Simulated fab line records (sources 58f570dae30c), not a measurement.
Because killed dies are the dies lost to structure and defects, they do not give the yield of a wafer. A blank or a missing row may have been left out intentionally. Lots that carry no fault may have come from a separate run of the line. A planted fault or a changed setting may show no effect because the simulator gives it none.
fab line records | flow berkeleyCmos170
record lots=14 | wafers=42 | lastDay=14
route steps=331 shown FIELD@90 V1@268 V2@293 M3@329
lots that met no fault: taken from a fault-free run of the same line
startH: hours from the record's opening day to when the first of the lot's shown wafers began | waitH: hours from the lot's prior step to this one | " identical to the entry in the row above | L1.1+2: a single row standing in for several wafers | - no value present, or no start provided | * or withheld: withheld | < > ~ a bound
route shown NAME@n: a module of which the file shows steps, and the number in the route of the first | usual: the fault-free wafers' mean and standard deviation | same: alike in all rows | chamber/n: place in a boat | sites: each site's reading | _std_site: standard deviation of those values | _edge_site: mean of outer sites minus mean of inner sites | radiusMm: for every site, how far away it sits from the centre of the wafer | mask NAME#n: copy n | behind: the last tool/chamber to shape the wafer | hold: why the lot went on hold/how many hours it stayed there/how the hold came to an end | device: which transistor (n, p or np) failed to switch | end of line: tests run on the same wafers once the route is complete | step lacking rows: just its recipe | killed: dies that structure and defects cost at the first sort, which is not the same as the wafer's yield | map: shows each die of a wafer: x if killed, . if not, _ if none is there
set.NAME: the setting the step ran with; set.NAME@STEP: the setting that earlier step ran with | model.NAME: the simulator's own value behind a step, which no gauge read
a sample of lots followed through the steps of the route, with each step as a table and each wafer as a row
services: when a tool's chamber went out of use (startH, in hours from the record's first day, below 0 if earlier), for how many hours, and the reason
## steps
# step UCB170_FIELD_OXIDATION_01
# recipe tempC=1000 | ambient=H2O | pH2oTorr=584.62 | targetThkA=5583 | oxTimeS=7200
lot.wafer  | tool       | chamber | startH | waitH
L216.1+3+4 | furnace-04 | 0       | 86.94  | 0.2
L218.1+2+5 | furnace-02 | 0       | 119.74 | 6.5
L219.2+4+5 | furnace-02 | 0       | 119.74 | 6.2
L221.2+4+5 | furnace-04 | 0       | 128.70 | 4.3
L222.2+3+4 | furnace-01 | 0       | 138.47 | 5.1
L223.2+3+5 | furnace-01 | 0       | 138.47 | 4.7
L225.1+3+4 | furnace-04 | 0       | 147.01 | 3.3
L226.2+3+4 | furnace-04 | 0       | 147.01 | 3.6
L227.2+3+4 | furnace-01 | 0       | 161.13 | 4.3
L228.2+3+5 | furnace-01 | 0       | 161.13 | 5.0
L231.1+3+5 | furnace-02 | 0       | 190.32 | 2.7
L233.2+3+5 | furnace-02 | 0       | 190.32 | 2.7
L239.2+3+6 | furnace-04 | 0       | 214.98 | 4.6
L238.1+3+5 | furnace-02 | 0       | 236.05 | 4.5
# step UCB170_FIELD_THK_MEAS_02
# recipe reads=SiO2_of_FIELD_OXIDATION_01
# usual FIELD_OXIDE_THK=558/10
lot.wafer | tool         | chamber | startH | waitH | FIELD_OXIDE_THK[nm]
L216.1    | filmMetro-04 | -       | 89.99  | 0.0   | 571
L216.3    | "            | -       | "      | "     | 575
L216.4    | "            | -       | "      | "     | 578
L218.1    | filmMetro-04 | -       | 122.74 | 0.0   | 565
L218.2    | "            | -       | "      | "     | 571
L218.5    | "            | -       | "      | "     | 571
L219.2    | filmMetro-03 | -       | 122.75 | 0.0   | 556
L219.4    | "            | -       | "      | "     | 560
L219.5    | "            | -       | "      | "     | 554
L221.2    | filmMetro-03 | -       | 131.71 | 0.0   | 567
L221.4    | "            | -       | "      | "     | 563
L221.5    | "            | -       | "      | "     | 567
L222.2    | filmMetro-03 | -       | 141.48 | 0.0   | 569
L222.3    | "            | -       | "      | "     | 566
L222.4    | "            | -       | "      | "     | 563
L223.2    | filmMetro-01 | -       | 141.57 | 0.1   | 570
L223.3    | "            | -       | "      | "     | 564
L223.5    | "            | -       | "      | "     | 568
L226.2    | filmMetro-01 | -       | 150.02 | 0.0   | 559
L226.3    | "            | -       | "      | "     | 556
L226.4    | "            | -       | "      | "     | 564
L225.1    | filmMetro-03 | -       | 150.02 | 0.0   | 552
L225.3    | "            | -       | "      | "     | 544
L225.4    | "            | -       | "      | "     | 547
L228.2    | filmMetro-04 | -       | 164.14 | 0.0   | 333
L228.3    | "            | -       | "      | "     | 329
L228.5    | "            | -       | "      | "     | 328
L227.2    | filmMetro-01 | -       | 164.16 | 0.0   | 340
L227.3    | "            | -       | "      | "     | 317
L227.4    | "            | -       | "      | "     | 335
L231.1    | filmMetro-01 | -       | 193.32 | 0.0   | 552
L231.3    | "            | -       | "      | "     | 552
L231.5    | "            | -       | "      | "     | 551
L233.2    | filmMetro-03 | -       | 193.33 | 0.0   | 552
L233.3    | "            | -       | "      | "     | 547
L233.5    | "            | -       | "      | "     | 548
L239.2    | filmMetro-01 | -       | 217.99 | 0.0   | 548
L239.3    | "            | -       | "      | "     | 547
L239.6    | "            | -       | "      | "     | 556
L238.1    | filmMetro-01 | -       | 239.11 | 0.1   | 557
L238.3    | "            | -       | "      | "     | 545
L238.5    | "            | -       | "      | "     | 544
# step UCB170_FIELD_THK_MEAS_90
# recipe reads=SiO2_of_FIELD_OXIDATION_01
# usual FIELD_OXIDE_LEFT_1_THK=442/10
lot.wafer | tool         | chamber | startH | waitH | FIELD_OXIDE_LEFT_1_THK[nm]
L216.1    | filmMetro-03 | -       | 98.92  | 0.0   | 455
L216.3    | "            | -       | "      | "     | 460
L216.4    | "            | -       | "      | "     | 462
L218.1    | filmMetro-04 | -       | 131.71 | 0.0   | 448
L218.2    | "            | -       | "      | "     | 453
L218.5    | "            | -       | "      | "     | 452
L219.2    | filmMetro-01 | -       | 131.72 | 0.0   | 441
L219.4    | "            | -       | "      | "     | 444
L219.5    | "            | -       | "      | "     | 438
L221.2    | filmMetro-01 | -       | 140.27 | 0.0   | 452
L221.4    | "            | -       | "      | "     | 447
L221.5    | "            | -       | "      | "     | 451
L222.2    | filmMetro-04 | -       | 150.48 | 0.0   | 452
L222.3    | "            | -       | "      | "     | 450
L222.4    | "            | -       | "      | "     | 447
L223.2    | filmMetro-01 | -       | 150.48 | 0.0   | 454
L223.3    | "            | -       | "      | "     | 448
L223.5    | "            | -       | "      | "     | 452
L225.1    | filmMetro-03 | -       | 164.09 | 0.0   | 436
L225.3    | "            | -       | "      | "     | 428
L225.4    | "            | -       | "      | "     | 430
L226.2    | filmMetro-01 | -       | 164.10 | 0.0   | 440
L226.3    | "            | -       | "      | "     | 438
L226.4    | "            | -       | "      | "     | 446
L227.2    | filmMetro-01 | -       | 170.13 | 0.0   | 224
L227.3    | "            | -       | "      | "     | 201
L227.4    | "            | -       | "      | "     | 219
L228.2    | filmMetro-04 | -       | 170.13 | 0.0   | 216
L228.3    | "            | -       | "      | "     | 212
L228.5    | "            | -       | "      | "     | 212
L231.1    | filmMetro-03 | -       | 200.66 | 0.0   | 434
L231.3    | "            | -       | "      | "     | 435
L231.5    | "            | -       | "      | "     | 434
L233.2    | filmMetro-04 | -       | 200.67 | 0.0   | 437
L233.3    | "            | -       | "      | "     | 432
L233.5    | "            | -       | "      | "     | 432
L239.2    | filmMetro-01 | -       | 226.86 | 0.0   | 432
L239.3    | "            | -       | "      | "     | 431
L239.6    | "            | -       | "      | "     | 439
L238.1    | filmMetro-03 | -       | 248.00 | 0.1   | 442
L238.3    | "            | -       | "      | "     | 430
L238.5    | "            | -       | "      | "     | 429
# step UCB170_FIELD_THK_MEAS_91
# recipe reads=SiO2_of_FIELD_OXIDATION_01
# usual FIELD_OXIDE_LEFT_2_THK=354/11
lot.wafer | tool         | chamber | startH | waitH | FIELD_OXIDE_LEFT_2_THK[nm]
L216.1    | filmMetro-03 | -       | 123.57 | 0.0   | 367
L216.3    | "            | -       | "      | "     | 372
L216.4    | "            | -       | "      | "     | 374
L218.1    | filmMetro-04 | -       | 170.04 | 0.0   | 359
L218.2    | "            | -       | "      | "     | 365
L218.5    | "            | -       | "      | "     | 365
L219.2    | filmMetro-03 | -       | 170.05 | 0.0   | 352
L219.4    | "            | -       | "      | "     | 356
L219.5    | "            | -       | "      | "     | 350
L221.2    | filmMetro-01 | -       | 170.05 | 0.0   | 364
L221.4    | "            | -       | "      | "     | 359
L221.5    | "            | -       | "      | "     | 364
L222.2    | filmMetro-04 | -       | 173.58 | 0.0   | 364
L222.3    | "            | -       | "      | "     | 361
L222.4    | "            | -       | "      | "     | 358
L223.2    | filmMetro-03 | -       | 173.86 | 0.0   | 366
L223.3    | "            | -       | "      | "     | 360
L223.5    | "            | -       | "      | "     | 364
L225.1    | filmMetro-04 | -       | 182.08 | 0.0   | 347
L225.3    | "            | -       | "      | "     | 340
L225.4    | "            | -       | "      | "     | 342
L226.2    | filmMetro-03 | -       | 182.09 | 0.0   | 352
L226.3    | "            | -       | "      | "     | 350
L226.4    | "            | -       | "      | "     | 358
L227.2    | filmMetro-04 | -       | 190.96 | 0.0   | 136
L227.3    | "            | -       | "      | "     | 112
L227.4    | "            | -       | "      | "     | 130
L228.2    | filmMetro-03 | -       | 191.68 | 0.0   | 129
L228.3    | "            | -       | "      | "     | 124
L228.5    | "            | -       | "      | "     | 124
L231.1    | filmMetro-01 | -       | 220.31 | 0.0   | 346
L231.3    | "            | -       | "      | "     | 346
L231.5    | "            | -       | "      | "     | 345
L233.2    | filmMetro-04 | -       | 220.56 | 0.0   | 347
L233.3    | "            | -       | "      | "     | 343
L233.5    | "            | -       | "      | "     | 343
L239.2    | filmMetro-01 | -       | 249.89 | 0.0   | 343
L239.3    | "            | -       | "      | "     | 343
L239.6    | "            | -       | "      | "     | 351
L238.1    | filmMetro-01 | -       | 269.36 | 0.0   | 353
L238.3    | "            | -       | "      | "     | 340
L238.5    | "            | -       | "      | "     | 339
# step UCB170_V1_ETCH_14
# recipe chemistry=CHF3/CF4/Ar | target=SiO2 | stopOn=Al | CHF3_flow_sccm=45 | cf4FlowSccm=15 | Ar_flow_sccm=150 | pressureMtorr=200 | rfW=700 | targetDepthA=12500 | overEtchFrac=0.25 | timeS=291
# usual drypumpMotorCurrentA=5.6/0.39 | oesProductAu=0.871/0.014 | rfFwdPowerW=698.4/2 | throttleValvePct=6.96/0.13
lot.wafer | tool       | chamber | startH | waitH | drypumpMotorCurrentA | oesProductAu | rfFwdPowerW | rfHoursCounterH | throttleValvePct
L216.1    | rieDiel-02 | 2       | 172.87 | 0.0   | 5.3                  | 0.875        | 692.3       | 109             | 6.86
L216.3    | "          | 1       | "      | "     | 5.3                  | 0.896        | 700.6       | 18              | 6.75
L216.4    | "          | 3       | "      | "     | 6.1                  | 0.859        | 698.8       | 145             | 6.88
L218.1    | rieDiel-03 | 3       | 211.99 | 0.0   | 6.0                  | 0.876        | 699.2       | 37              | 6.92
L218.2    | "          | 2       | "      | "     | 6.1                  | 0.884        | 697.3       | 122             | 7.17
L218.5    | "          | 2       | "      | "     | 6.1                  | 0.875        | 697.6       | -               | 7.18
L219.2    | rieDiel-01 | 0       | 213.22 | 0.0   | 6.1                  | 0.877        | 696.9       | 109             | 6.92
L219.4    | "          | 0       | "      | "     | 6.1                  | 0.880        | 697.4       | -               | 6.92
L219.5    | "          | 1       | "      | "     | 5.2                  | 0.849        | 696.3       | -               | 7.01
L221.2    | rieDiel-03 | 1       | 213.92 | 0.0   | 5.5                  | 0.881        | 698.2       | 81              | 7.17
L221.4    | "          | 3       | "      | "     | 6.1                  | 0.884        | 701.6       | 37              | 6.92
L221.5    | "          | 1       | "      | "     | 5.5                  | 0.881        | 698.2       | -               | 7.15
L223.2    | rieDiel-03 | 3       | 219.78 | 0.0   | 6.0                  | 0.880        | 698.2       | 37              | 6.92
L223.3    | "          | 0       | "      | "     | 5.5                  | 0.858        | 698.1       | 40              | 6.94
L223.5    | "          | 2       | "      | "     | 6.1                  | 0.870        | 702.0       | -               | 7.18
L222.2    | rieDiel-03 | 2       | 220.01 | 0.0   | 6.1                  | 0.876        | 702.5       | 122             | 7.19
L222.3    | "          | 0       | "      | "     | 5.5                  | 0.857        | 698.0       | 40              | 6.94
L222.4    | "          | 3       | "      | "     | 6.1                  | 0.869        | 696.6       | 37              | 6.93
L225.1    | rieDiel-02 | 1       | 225.85 | 0.0   | 5.3                  | 0.892        | 699.7       | 21              | 6.77
L225.3    | "          | 2       | "      | "     | 5.3                  | 0.883        | 699.0       | 112             | 6.85
L225.4    | "          | 1       | "      | "     | 5.3                  | 0.905        | 697.8       | -               | 6.77
L226.2    | rieDiel-02 | 1       | 230.65 | 0.0   | 5.3                  | 0.895        | 694.2       | 21              | 6.76
L226.3    | "          | 0       | "      | "     | 5.3                  | 0.874        | 698.5       | 125             | 6.84
L226.4    | "          | 2       | "      | "     | 5.3                  | 0.875        | 702.6       | -               | 6.85
L228.2    | rieDiel-02 | 2       | 236.63 | 0.0   | 5.3                  | 0.885        | 699.4       | 113             | 6.86
L228.3    | "          | 0       | "      | "     | 5.3                  | 0.867        | 697.8       | 126             | 6.82
L228.5    | "          | 0       | "      | "     | 5.3                  | 0.869        | 697.1       | -               | 6.81
L227.2    | rieDiel-01 | 1       | 239.93 | 0.0   | 5.2                  | 0.852        | 697.4       | 6               | 7.01
L227.3    | "          | 3       | "      | "     | 5.0                  | 0.856        | 697.3       | 55              | 6.96
L227.4    | "          | 0       | "      | "     | 6.1                  | 0.877        | 699.0       | 111             | 6.92
L231.1    | rieDiel-02 | 3       | 268.15 | 0.0   | 6.1                  | 0.854        | 695.9       | 2               | 6.86
L231.3    | "          | 1       | "      | "     | 5.3                  | 0.900        | 700.1       | 23              | 6.77
L231.5    | "          | 0       | "      | "     | 5.3                  | 0.878        | 699.5       | -               | 6.84
L233.2    | rieDiel-01 | 2       | 268.43 | 0.0   | 5.9                  | 0.870        | 701.3       | 2               | 7.09
L233.3    | "          | 3       | "      | "     | 5.0                  | 0.858        | 700.3       | 56              | 6.96
L233.5    | "          | 2       | "      | "     | 5.9                  | 0.861        | 698.7       | -               | 7.12
L239.2    | rieDiel-03 | 2       | 296.70 | 0.0   | 6.1                  | 0.888        | 698.9       | 0               | 7.17
L239.3    | "          | 0       | "      | "     | 5.5                  | 0.859        | 700.8       | 43              | 6.94
L239.6    | "          | 2       | "      | "     | 6.1                  | 0.885        | 702.1       | -               | 7.17
L238.1    | rieDiel-02 | 2       | 331.95 | 0.0   | 5.3                  | 0.889        | 699.0       | 117             | 6.84
L238.3    | "          | 1       | "      | "     | 5.3                  | 0.893        | 696.7       | 26              | 6.76
L238.5    | "          | 0       | "      | "     | 5.3                  | 0.883        | 695.8       | -               | 6.83
# step UCB170_V2_THK_MEAS_01
# recipe reads=SiO2_of_V2_CVD_00
# usual V2_TEOS_THK=1994/25
lot.wafer | tool         | chamber | startH | waitH | V2_TEOS_THK[nm]
L216.1    | filmMetro-02 | -       | 176.55 | 0.1   | 1993
L216.3    | "            | -       | "      | "     | 1949
L216.4    | "            | -       | "      | "     | 2012
L218.1    | filmMetro-01 | -       | 215.37 | 0.1   | 1936
L218.2    | "            | -       | "      | "     | 1965
L218.5    | "            | -       | "      | "     | 1996
L219.2    | filmMetro-03 | -       | 216.60 | 0.1   | 1978
L219.4    | "            | -       | "      | "     | 1990
L219.5    | "            | -       | "      | "     | 2038
L221.2    | filmMetro-02 | -       | 217.30 | 0.1   | 1997
L221.4    | "            | -       | "      | "     | 1998
L221.5    | "            | -       | "      | "     | 2016
L223.2    | filmMetro-02 | -       | 224.16 | 0.1   | 1999
L223.3    | "            | -       | "      | "     | 1980
L223.5    | "            | -       | "      | "     | 2038
L222.2    | filmMetro-02 | -       | 224.59 | 0.1   | 1969
L222.3    | "            | -       | "      | "     | 1983
L222.4    | "            | -       | "      | "     | 2021
L225.1    | filmMetro-01 | -       | 229.14 | 0.1   | 1933
L225.3    | "            | -       | "      | "     | 1948
L225.4    | "            | -       | "      | "     | 1970
L226.2    | filmMetro-01 | -       | 236.24 | 0.1   | 1955
L226.3    | "            | -       | "      | "     | 1973
L226.4    | "            | -       | "      | "     | 2002
L228.2    | filmMetro-03 | -       | 239.82 | 0.1   | 2001
L228.3    | "            | -       | "      | "     | 1978
L228.5    | "            | -       | "      | "     | 2022
L227.2    | filmMetro-02 | -       | 243.12 | 0.1   | 1967
L227.3    | "            | -       | "      | "     | 1976
L227.4    | "            | -       | "      | "     | 1995
L231.1    | filmMetro-01 | -       | 272.16 | 0.1   | 1974
L231.3    | "            | -       | "      | "     | 1984
L231.5    | "            | -       | "      | "     | 2009
L233.2    | filmMetro-03 | -       | 272.61 | 0.1   | 2019
L233.3    | "            | -       | "      | "     | 1995
L233.5    | "            | -       | "      | "     | 2042
L239.2    | filmMetro-02 | -       | 300.56 | 0.1   | 1999
L239.3    | "            | -       | "      | "     | 2007
L239.6    | "            | -       | "      | "     | 2009
L238.1    | filmMetro-03 | -       | 337.76 | 0.1   | 1994
L238.3    | "            | -       | "      | "     | 1990
L238.5    | "            | -       | "      | "     | 2007
# step UCB170_M3_CD_MEAS_90
# recipe targetCdNm=700
# usual cdNm=699/3.9
lot.wafer | tool     | chamber | startH | waitH | cdNm
L216.1    | cdSem-01 | -       | 182.09 | 0.1   | 701
L216.3    | "        | -       | "      | "     | 699
L216.4    | "        | -       | "      | "     | 700
L218.1    | cdSem-02 | -       | 221.41 | 0.1   | 695
L218.2    | "        | -       | "      | "     | 702
L218.5    | "        | -       | "      | "     | 695
L219.2    | cdSem-01 | -       | 223.78 | 0.1   | 698
L219.4    | "        | -       | "      | "     | 698
L219.5    | "        | -       | "      | "     | 695
L221.2    | cdSem-02 | -       | 224.62 | 0.1   | 702
L221.4    | "        | -       | "      | "     | 701
L221.5    | "        | -       | "      | "     | 695
L223.2    | cdSem-02 | -       | 232.83 | 0.1   | 699
L223.3    | "        | -       | "      | "     | 696
L223.5    | "        | -       | "      | "     | 697
L222.2    | cdSem-01 | -       | 234.46 | 0.1   | 703
L222.3    | "        | -       | "      | "     | 705
L222.4    | "        | -       | "      | "     | 704
L225.1    | cdSem-02 | -       | 237.00 | 0.1   | 694
L225.3    | "        | -       | "      | "     | 694
L225.4    | "        | -       | "      | "     | 693
L226.2    | cdSem-01 | -       | 241.17 | 0.1   | 703
L226.3    | "        | -       | "      | "     | 699
L226.4    | "        | -       | "      | "     | 697
L228.2    | cdSem-02 | -       | 244.73 | 0.1   | 698
L228.3    | "        | -       | "      | "     | 698
L228.5    | "        | -       | "      | "     | 697
L227.2    | cdSem-01 | -       | 250.32 | 0.1   | 707
L227.3    | "        | -       | "      | "     | 699
L227.4    | "        | -       | "      | "     | 707
L231.1    | cdSem-02 | -       | 278.14 | 0.1   | 696
L231.3    | "        | -       | "      | "     | 700
L231.5    | "        | -       | "      | "     | 697
L233.2    | cdSem-01 | -       | 278.28 | 0.1   | 699
L233.3    | "        | -       | "      | "     | 703
L233.5    | "        | -       | "      | "     | 699
L239.2    | cdSem-01 | -       | 305.27 | 0.1   | 697
L239.3    | "        | -       | "      | "     | 704
L239.6    | "        | -       | "      | "     | 709
L238.1    | cdSem-01 | -       | 345.45 | 0.1   | 689
L238.3    | "        | -       | "      | "     | 691
L238.5    | "        | -       | "      | "     | 692
## services
tool       | chamber | startH | hours | kind
rieDiel-03 | 2       | 65.35  | 10.1  | repair
rieDiel-03 | 0       | 69.78  | 6.3   | repair
rieDiel-03 | -       | 72.33  | 0.5   | repair
rieDiel-01 | 1       | 98.61  | 1.9   | repair
furnace-02 | -       | 106.15 | 4.0   | pm
furnace-04 | -       | 117.98 | 3.7   | pm
rieDiel-01 | 3       | 118.75 | 5.9   | repair
rieDiel-01 | 0       | 131.35 | 6.1   | repair
rieDiel-01 | 3       | 132.31 | 2.5   | repair
furnace-04 | -       | 137.70 | 3.4   | pm
rieDiel-03 | -       | 144.02 | 0.2   | repair
rieDiel-01 | 3       | 166.88 | 7.9   | repair
rieDiel-01 | 0       | 196.41 | 3.8   | repair
rieDiel-03 | -       | 209.06 | 0.4   | repair
rieDiel-02 | 2       | 228.24 | 1.5   | repair
furnace-01 | -       | 257.08 | 2.0   | pm
furnace-04 | -       | 265.50 | 32.9  | repair
rieDiel-02 | -       | 274.07 | 1.0   | repair
furnace-02 | -       | 274.70 | 5.9   | pm
rieDiel-03 | 3       | 294.54 | 3.3   | repair
furnace-01 | -       | 296.16 | 9.6   | repair
furnace-04 | -       | 298.39 | 2.8   | pm
furnace-01 | -       | 315.91 | 2.9   | pm
rieDiel-03 | 2       | 329.21 | 3.2   | repair
## key
firstSign step=UCB170_FIELD_THK_MEAS_02 | reading=FIELD_OXIDE_THK | direction=down | sigmas=22 | usual=558 | struck=330
effect step=UCB170_FIELD_THK_MEAS_90 | reading=FIELD_OXIDE_LEFT_1_THK | direction=down | sigmas=22 | usual=442 | struck=214
effect step=UCB170_FIELD_THK_MEAS_91 | reading=FIELD_OXIDE_LEFT_2_THK | direction=down | sigmas=22 | usual=354 | struck=126
metAt UCB170_FIELD_OXIDATION_01
struckLots L227,L228
testerLeftOut L227,L228
notActingAt UCB170_V1_ETCH_14,UCB170_V2_THK_MEAS_01,UCB170_M3_CD_MEAS_90
onsetBetween 138.47 161.13
fault kind=processParameterDrift | tool=furnace-01 | chamber=- | onsetH=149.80 | steps=UCB170_FIELD_OXIDATION_01 | channel=oxTimeS | offset=* | shape=step | endH=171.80 | actsIn=* | stated=*
# testerLeftOut: of these lots the tester's yield and bins aren't shown, on N5 and GAA mostly nor the transistor test; their killed dies are dies lost to structure and defects alone, not to doping, threshold or leakage, so they don't give the yield
